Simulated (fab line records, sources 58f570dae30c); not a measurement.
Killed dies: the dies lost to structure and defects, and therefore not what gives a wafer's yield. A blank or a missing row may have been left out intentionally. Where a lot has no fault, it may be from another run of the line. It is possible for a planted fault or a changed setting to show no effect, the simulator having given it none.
Which tool was responsible? -- flow berkeleyCmos170 -- 7 lots with 21 wafers sampled at 3 steps, on a route of 331 steps

WHAT THE GAUGES SHOWED, per wafer
UCB170_SDANNEAL_RS_MEAS_04: measures by four-point-probe.
lot,measured,on,PLDD_RS (ohm/sq)
L300,day 6 22:22,filmMetro-02,1032.2 1029.3 1032.7
L306,day 8 03:23,filmMetro-03,1030.0 1033.3 1033.0
L307,day 8 10:50,filmMetro-02,972.7 970.5 973.7
L312,day 9 12:44,filmMetro-03,1029.8 1032.9 1032.4
L313,day 10 00:39,filmMetro-02,1033.3 1029.4 1029.7
L319,day 10 20:01,filmMetro-02,1032.1 1030.2 1030.9
L322,day 11 17:40,filmMetro-01,1030.7 1033.1 1031.2

TOOL THAT RAN EACH LOT (tool first, then ch and the chambers of the sampled wafers, then the start)
lot,UCB170_GATE_ETCH_14,UCB170_PLDD_IMPLANT_08
L300,"rieDiel-03 ch 0,1,2, day 6 05:10","implanter-02 ch 0, day 6 09:38"
L306,"rieDiel-04 ch 1,2, day 7 10:56","implanter-02 ch 0, day 7 12:45"
L307,"rieDiel-04 ch 1,2,3, day 7 21:10","implanter-01 ch 0, day 7 22:53"
L312,"rieDiel-04 ch 2,3, day 8 20:17","implanter-02 ch 0, day 8 21:55"
L313,"rieDiel-04 ch 1,3, day 9 08:08","implanter-02 ch 0, day 9 12:53"
L319,"rieDiel-01 ch 0,1,2, day 10 05:05","implanter-02 ch 0, day 10 07:34"
L322,"rieDiel-03 ch 0,1,3, day 10 23:14","implanter-01 ch 0, day 11 01:58"
- UCB170_GATE_ETCH_14: etches BARC in N2/H2.
- UCB170_PLDD_IMPLANT_08

THE ANSWER, worked out from the rows above alone
Rule: the usual values come from the lots themselves. The widest of any qualifying gaps counts: lots, ordered by their means at a reading, are off when they make up no more than a third of the lots, leave a main group of 4 or more, and stand apart from it by 3 or more times the standard deviation of that group's means. If all means in a main group match to the digits the tables above print for the reading, that group is not used. Also off: a lot with no number at a reading for which 4 or more lots have one. The other lots that the step has rows for count as sound.
Off: L307, seen at UCB170_SDANNEAL_RS_MEAS_04 (PLDD_RS). The main group: mean 1031.5 ohm/sq, standard deviation 0.43.
If a tool, at a process step before that reading, ran all the lots that are off and no sound lot after the first of them, it fits. Gauges at UCB170_SDANNEAL_RS_MEAS_04: tried the same way as those tools. Of those tried, none fits.

WHAT THE SIMULATOR HAD PUT IN
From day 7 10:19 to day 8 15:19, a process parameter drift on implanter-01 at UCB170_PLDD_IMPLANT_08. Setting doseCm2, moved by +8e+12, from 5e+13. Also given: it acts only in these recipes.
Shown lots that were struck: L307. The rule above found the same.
